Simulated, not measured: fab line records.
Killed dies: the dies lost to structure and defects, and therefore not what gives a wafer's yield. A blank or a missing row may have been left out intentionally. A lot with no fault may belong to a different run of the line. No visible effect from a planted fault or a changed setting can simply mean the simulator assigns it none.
Code-filled problem report in 8D (eight disciplines) form ; flow rit_cmos ; the parts of the form that need people (team, actions taken, sign-off) are left out

## 1. PROBLEM STATEMENT
Wafers without a fault read 6, standard deviation 3.2; killed_at_front_end at RIT_M1_PROBE_99 reads a mean of 199 on 9 wafers belonging to 3 lots. That puts it +60 standard deviations away from the usual mean.
Earliest sighting: wafer L229.2 on prober-01 at day 4 20:09. At this step, 15 wafers from 5 lots have a number in the record. By rule, "out" or "out of limits" means more than 4 standard deviations away from the usual mean. The rest of the wafers with a number are treated as sound.

## 2. WHAT IT IS; WHAT IT IS NOT
question;is;is not
which readings at this step;killed_at_front_end, killed_dies, killed_on_rim;killed_at_contacts, killed_open, killed_short
which lots;L229, L230, L231;L234, L246
which wafers of those lots;all that have a number;-
read on which tools;prober-01, prober-02;-
when;from day 4 20:09;"up to then (0 sound wafers); but 6 sound wafers of L234, L246 came after"

## 3. WHAT RULES OUT EACH SUSPECT
Counting: any tool at a process step up to the reading is kept as a suspect provided that every lot that is out went through it and no sound lot did after the first of them.
- litho_track-01 at RIT_ACTIVE_DEVELOP_10 (develop time 50 s): kept. It ran every lot that is out, first L229 (day 2 22:00), and no sound lot after that.
Remaining after the count: litho_track-01 at RIT_ACTIVE_DEVELOP_10.

## 4. THE CAUSE (what the simulator had put in)
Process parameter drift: litho_track-01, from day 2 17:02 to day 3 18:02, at RIT_ACTIVE_DEVELOP_10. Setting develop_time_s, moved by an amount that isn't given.
This tool alone remained once counting was done.

## 5. THE EFFECT CHAIN, in route order
Each row: a reading where the mean over the struck wafers with a number is more than 3 standard deviations away from the usual. Readings are gone through only where the record gives a usual standard deviation; hours: the median, over the lots, of the time from a lot's start at the first step in this table giving one to that lot's start at this step; sigmas: the change measured in usual standard deviations.
hours;step;reading;usual;on struck wafers;change;sigmas
0;RIT_M1_PROBE_99;killed_at_front_end;6;199;+193;+60
0;RIT_M1_PROBE_99;killed_dies;7;199;+192;+60
0;RIT_M1_PROBE_99;killed_on_rim;1.7;51.0;+49.3;+35
Here are the process steps it includes:
- RIT_M1_PROBE_99

## 6. HOW IT WOULD HAVE BEEN CAUGHT EARLIER
The fault began at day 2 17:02; the first out-of-limits reading in this record came at day 4 20:09, 51 hours later.
All the lots that are out (3) had begun RIT_ACTIVE_DEVELOP_10 on litho_track-01 by day 4 20:09. Tool hold at that time: it would have spared none of them.
